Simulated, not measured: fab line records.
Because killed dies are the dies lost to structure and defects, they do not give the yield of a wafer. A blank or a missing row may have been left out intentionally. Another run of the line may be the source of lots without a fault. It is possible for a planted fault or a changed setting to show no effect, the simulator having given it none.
fab line records -- flow rit_cmos
[record] lots = 14, wafers = 42, last_day = 7
route steps=202 shown ACTIVE@4
lots untouched by any fault: they come from a run of this same line in which no faults occurred
start_h: start of the lot's first displayed wafer, in hours after the record's first day -- wait_h: hours since the lot's step before -- " the same as in the row above -- L1.1+2: a row that stands for several wafers -- - either no value or no given start -- * or withheld: withheld -- < > ~ a bound
route shown NAME@n: NAME is a module with steps in the file, n the number in the route of the first one -- usual: average and standard deviation across the fault-free wafers -- same: alike in all rows -- chamber/n: place in a boat -- sites: each site's reading -- _std_site: their standard deviation -- _edge_site: mean of outer sites minus mean of inner sites -- radius_mm: for every site, how far away it sits from the centre of the wafer -- mask NAME#n: copy n -- behind: the most recent tool/chamber to have shaped the wafer -- hold: the reason the lot was held/the length of the hold in hours/how it ended -- device: transistor that didn't switch, given as n, p or np -- end of line: the route-end tests of the same wafers -- a step given without rows: its recipe and nothing more -- killed: at the first sort, the dies lost to defects and structure; wafer yield is something else -- map: a wafer's dies, marking killed ones x, the rest . and places with no die _
set.NAME: the setting the step ran with; set.NAME@STEP: the setting that earlier step ran with -- model.NAME: the simulator's own value behind a step, which no gauge read
steps of the route over a sample of lots; a table a step, a row a wafer
services: when a tool's chamber went out of use (start_h, in hours from the record's first day, below 0 if earlier), for how many hours, and the reason
[[steps]]
[step RIT_ACTIVE_CVD_03]
[recipe] material = Si3N4, target_thk_nm = 150, temp_c = 810, precursor = SiH2Cl2/NH3, time_s = 1500, pressure_mtorr = 300, sih2cl2_flow_sccm = 60, nh3_flow_sccm = 150
[usual] nh3_flow_sccm = 149.9/0.44
lot.wafer,tool,chamber,start_h,wait_h,nh3_flow_sccm
L577.1,lpcvd-01,0,12.11,0.1,149.9
L577.2,lpcvd-01,0,12.11,0.1,150.2
L577.5,lpcvd-01,0,12.11,0.1,149.9
L578.3,lpcvd-02,0,17.11,0.0,150.0
L578.4,lpcvd-02,0,17.11,0.0,149.8
L578.5,lpcvd-02,0,17.11,0.0,149.7
L579.1,lpcvd-01,1,22.17,0.1,149.9
L579.2,lpcvd-01,1,22.17,0.1,150.5
L579.6,lpcvd-01,1,22.17,0.1,150.2
L580.3,lpcvd-02,0,27.16,0.0,150.2
L580.5,lpcvd-02,0,27.16,0.0,149.8
L580.6,lpcvd-02,0,27.16,0.0,150.5
L581.1,lpcvd-02,0,33.02,0.1,150.0
L581.4,lpcvd-02,0,33.02,0.1,150.5
L581.5,lpcvd-02,0,33.02,0.1,150.4
L583.2,lpcvd-01,0,42.46,0.0,149.6
L583.3,lpcvd-01,0,42.46,0.0,149.8
L583.6,lpcvd-01,0,42.46,0.0,150.2
L584.1,lpcvd-02,1,47.19,0.1,150.5
L584.2,lpcvd-02,1,47.19,0.1,150.4
L584.5,lpcvd-02,1,47.19,0.1,150.5
L586.1,lpcvd-02,0,57.21,0.1,149.9
L586.3,lpcvd-02,0,57.21,0.1,149.4
L586.5,lpcvd-02,0,57.21,0.1,149.9
L587.1,lpcvd-01,1,62.46,0.1,149.8
L587.4,lpcvd-01,1,62.46,0.1,149.5
L587.6,lpcvd-01,1,62.46,0.1,150.1
L591.4,lpcvd-02,0,83.96,0.0,150.3
L591.5,lpcvd-02,0,83.96,0.0,149.8
L591.6,lpcvd-02,0,83.96,0.0,150.5
L596.2,lpcvd-01,1,108.24,0.0,150.5
L596.3,lpcvd-01,1,108.24,0.0,150.0
L596.4,lpcvd-01,1,108.24,0.0,149.7
L597.2,lpcvd-01,1,112.32,0.0,150.8
L597.4,lpcvd-01,1,112.32,0.0,150.8
L597.5,lpcvd-01,1,112.32,0.0,150.0
L598.1,lpcvd-02,0,117.36,0.1,149.1
L598.4,lpcvd-02,0,117.36,0.1,149.1
L598.5,lpcvd-02,0,117.36,0.1,149.5
L600.1,lpcvd-02,1,128.00,0.1,149.5
L600.3,lpcvd-02,1,128.00,0.1,149.9
L600.4,lpcvd-02,1,128.00,0.1,150.0
[step RIT_ACTIVE_THK_MEAS_04]
[recipe] reads = Si3N4_of_ACTIVE_CVD_03
[usual] ACTIVE_NITRIDE_THK = 149.9/1.4
lot.wafer,tool,chamber,start_h,wait_h,ACTIVE_NITRIDE_THK[nm]
L577.1,film_metro-02,-,14.24,0.0,149.6
L577.2,film_metro-02,-,14.24,0.0,149.9
L577.5,film_metro-02,-,14.24,0.0,150.5
L578.3,film_metro-04,-,18.55,0.0,150.3
L578.4,film_metro-04,-,18.55,0.0,148.8
L578.5,film_metro-04,-,18.55,0.0,150.2
L579.1,film_metro-02,-,24.30,0.0,150.7
L579.2,film_metro-02,-,24.30,0.0,152.0
L579.6,film_metro-02,-,24.30,0.0,150.4
L580.3,film_metro-02,-,28.60,0.0,148.4
L580.5,film_metro-02,-,28.60,0.0,149.1
L580.6,film_metro-02,-,28.60,0.0,148.9
L581.1,film_metro-02,-,34.44,0.0,147.1
L581.4,film_metro-02,-,34.44,0.0,147.8
L581.5,film_metro-02,-,34.44,0.0,149.2
L583.2,film_metro-02,-,44.59,0.0,149.8
L583.3,film_metro-02,-,44.59,0.0,150.8
L583.6,film_metro-02,-,44.59,0.0,150.9
L584.1,film_metro-03,-,48.61,0.0,147.4
L584.2,film_metro-03,-,48.61,0.0,147.8
L584.5,film_metro-03,-,48.61,0.0,145.9
L586.1,film_metro-03,-,58.62,0.0,148.4
L586.3,film_metro-03,-,58.62,0.0,149.7
L586.5,film_metro-03,-,58.62,0.0,148.3
L587.1,film_metro-03,-,63.88,0.0,151.2
L587.4,film_metro-03,-,63.88,0.0,152.3
L587.6,film_metro-03,-,63.88,0.0,151.4
L591.4,film_metro-03,-,85.40,0.0,150.4
L591.5,film_metro-03,-,85.40,0.0,148.8
L591.6,film_metro-03,-,85.40,0.0,150.1
L596.2,film_metro-04,-,109.67,0.0,119.1
L596.3,film_metro-04,-,109.67,0.0,118.4
L596.4,film_metro-04,-,109.67,0.0,117.8
L597.2,film_metro-03,-,113.75,0.0,121.7
L597.4,film_metro-03,-,113.75,0.0,120.8
L597.5,film_metro-03,-,113.75,0.0,120.6
L598.1,film_metro-04,-,118.77,0.0,151.3
L598.4,film_metro-04,-,118.77,0.0,150.7
L598.5,film_metro-04,-,118.77,0.0,150.2
L600.1,film_metro-02,-,129.41,0.0,150.5
L600.3,film_metro-02,-,129.41,0.0,150.2
L600.4,film_metro-02,-,129.41,0.0,150.7
[step RIT_ACTIVE_ETCH_13]
[recipe] stop_on = SiO2, chemistry = SF6, target = Si3N4, time_s = 210, over_etch_frac = 0.4, SF6_flow_sccm = 200, pressure_mtorr = 260, rf_w = 125, target_depth_a = 2100
[usual] drypump_motor_current_A = 5.8/0.4, oes_product_au = 0.824/0.0076, throttle_valve_pct = 7.48/0.07
lot.wafer,tool,chamber,start_h,wait_h,drypump_motor_current_A,oes_product_au,rf_hours_counter_h,throttle_valve_pct
L577.1,rie_diel-02,1,15.54,0.1,5.4,0.829,85,7.65
L577.2,rie_diel-02,2,15.54,0.1,5.2,0.810,9,7.42
L577.5,rie_diel-02,3,15.54,0.1,6.4,0.824,-,7.41
L578.3,rie_diel-03,0,19.83,0.1,6.1,0.828,150,7.53
L578.4,rie_diel-03,1,19.83,0.1,6.1,0.815,28,7.47
L578.5,rie_diel-03,1,19.83,0.1,6.1,0.821,-,7.47
L579.1,rie_diel-01,0,25.48,0.1,5.4,0.814,141,7.54
L579.2,rie_diel-01,2,25.48,0.1,6.0,0.830,161,7.57
L579.6,rie_diel-01,1,25.48,0.1,5.9,0.830,-,7.44
L580.3,rie_diel-01,1,29.88,0.1,5.9,0.827,55,7.45
L580.5,rie_diel-01,1,29.88,0.1,5.9,0.823,-,7.45
L580.6,rie_diel-01,0,29.88,0.1,5.4,0.822,-,7.54
L581.1,rie_diel-03,2,35.62,0.1,5.3,0.805,67,7.46
L581.4,rie_diel-03,3,35.62,0.1,6.7,0.826,28,7.38
L581.5,rie_diel-03,0,35.62,0.1,6.1,0.829,-,7.51
L583.2,rie_diel-03,0,45.76,0.1,6.0,0.820,150,7.52
L583.3,rie_diel-03,1,45.76,0.1,6.1,0.831,28,7.46
L583.6,rie_diel-03,1,45.76,0.1,6.1,0.822,-,7.46
L584.1,rie_diel-01,0,49.91,0.1,5.4,0.809,142,7.55
L584.2,rie_diel-01,2,49.91,0.1,5.9,0.817,161,7.60
L584.5,rie_diel-01,2,49.91,0.1,5.9,0.814,-,7.59
L586.1,rie_diel-03,0,59.99,0.1,6.1,0.819,150,7.52
L586.3,rie_diel-03,1,59.99,0.1,6.1,0.818,29,7.47
L586.5,rie_diel-03,0,59.99,0.1,6.0,0.822,-,7.51
L587.1,rie_diel-03,1,65.18,0.1,6.1,0.818,29,7.47
L587.4,rie_diel-03,2,65.18,0.1,5.3,0.825,68,7.47
L587.6,rie_diel-03,1,65.18,0.1,6.0,0.825,-,7.48
L591.4,rie_diel-01,3,86.78,0.1,5.9,0.826,-,7.48
L591.5,rie_diel-01,1,86.78,0.1,5.9,0.834,-,7.43
L591.6,rie_diel-01,0,86.78,0.1,5.4,0.823,-,7.53
L596.2,rie_diel-02,2,110.84,0.1,5.2,0.718,10,7.43
L596.3,rie_diel-02,1,110.84,0.1,5.3,0.733,87,7.64
L596.4,rie_diel-02,0,110.84,0.1,6.1,0.734,6,7.36
L597.2,rie_diel-01,3,115.12,0.1,5.9,0.737,128,7.48
L597.4,rie_diel-01,1,115.12,0.1,5.9,0.745,56,7.42
L597.5,rie_diel-01,1,115.12,0.1,5.9,0.741,-,7.43
L598.1,rie_diel-01,2,120.09,0.1,5.9,0.834,0,7.58
L598.4,rie_diel-01,0,120.09,0.1,5.4,0.825,144,7.55
L598.5,rie_diel-01,3,120.09,0.1,5.9,0.819,-,7.47
L600.1,rie_diel-03,2,130.59,0.1,5.3,0.823,69,7.45
L600.3,rie_diel-03,3,130.59,0.1,6.7,0.831,29,7.36
L600.4,rie_diel-03,1,130.59,0.1,6.1,0.826,30,7.48
[[services]]
tool,chamber,start_h,hours,kind
rie_diel-01,-,-6.27,28.1,pm
rie_diel-01,1,53.71,25.6,repair
lpcvd-02,-,77.87,0.9,repair
rie_diel-02,0,79.37,2.1,repair
rie_diel-01,2,84.99,-,clean
rie_diel-01,2,84.99,18.6,scheduled_down
rie_diel-01,2,84.99,18.6,vent_cycle
rie_diel-01,-,96.40,0.7,repair
[[key]]
[first_sign] step = RIT_ACTIVE_THK_MEAS_04, reading = ACTIVE_NITRIDE_THK, direction = down, sigmas = 22, usual = 149.9, struck = 119.7
[effect] step = RIT_ACTIVE_ETCH_13, reading = oes_product_au, direction = down, sigmas = 12, usual = 0.824, struck = 0.735
met_at RIT_ACTIVE_CVD_03
struck_lots L596,L597
struck_wafers L596.2,L596.3,L596.4,L597.2,L597.4,L597.5
tester_left_out L596,L597
onset_between 62.46 108.24
[fault] kind = process_parameter_drift, tool = lpcvd-01, chamber = 1, onset_h = 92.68, steps = RIT_ACTIVE_CVD_03, channel = target_thk_nm, offset = -30, shape = step, end_h = 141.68, acts_in = these_recipes_only, stated = 150
// tester_left_out: of these lots the tester's yield and bins aren't shown, on N5 and GAA mostly nor the transistor test; their killed dies are dies lost to structure and defects alone, not to doping, threshold or leakage, so they don't give the yield
